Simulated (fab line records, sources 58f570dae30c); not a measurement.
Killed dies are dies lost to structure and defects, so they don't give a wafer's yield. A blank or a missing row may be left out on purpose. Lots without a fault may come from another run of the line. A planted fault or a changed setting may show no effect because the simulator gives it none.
Chamber matching | flow berkeley_cmos170 | UCB170_CONTACT_ETCH_17 on rie_diel-01: 4 sister chambers
The step etches BARC in N2/H2. 8 wafers are shown with their chamber, then 7 later ones without.

WAFERS WITH THEIR CHAMBER
wafer  | chamber | throttle_valve_pct (%) | drypump_motor_current_A (A)
L468.6 | 3       | 13.30                  | 5.89
L470.3 | 0       | 13.41                  | 6.01
L470.6 | 3       | 13.32                  | 5.92
L478.1 | 1       | 13.24                  | 6.08
L478.2 | 2       | 13.48                  | 6.11
L478.6 | 2       | 13.47                  | 6.11
L480.1 | 1       | 13.24                  | 6.09
L480.3 | 0       | 13.43                  | 6.01

WAFERS WITHOUT THEIR CHAMBER
wafer  | throttle_valve_pct (%) | drypump_motor_current_A (A)
L480.5 | 13.48                  | 6.09
L483.2 | 13.25                  | 6.06
L483.3 | 13.30                  | 5.92
L483.5 | 13.31                  | 5.91
L481.3 | 13.26                  | 6.04
L481.4 | 13.48                  | 6.07
L481.5 | 13.29                  | 5.91

WHICH CHAMBER EACH WENT THROUGH
wafer  | from the rows above | in truth
L480.5 | 2                   | 2
L483.2 | 1                   | 1
L483.3 | 3                   | 3
L483.5 | 3                   | 3
L481.3 | 1                   | 1
L481.4 | 2                   | 2
L481.5 | 3                   | 3
Placed correctly: 7 of 7. Can't be placed from these rows: 0. Placed wrongly: 0.
How it was worked out, from the rows above alone: a wafer's distance from a chamber is the root of the sum, over the readings, of the square of ((its reading less the chamber's mean) divided by the reading's scatter). The wafer belongs to the nearest chamber; if the next one is less than 2 further off, it can't be placed. A chamber's mean is the mean of its shown wafers. The scatter: the root of (the sum of the squares of (reading less its chamber's mean) over the shown wafers, divided by (wafers less chambers)).
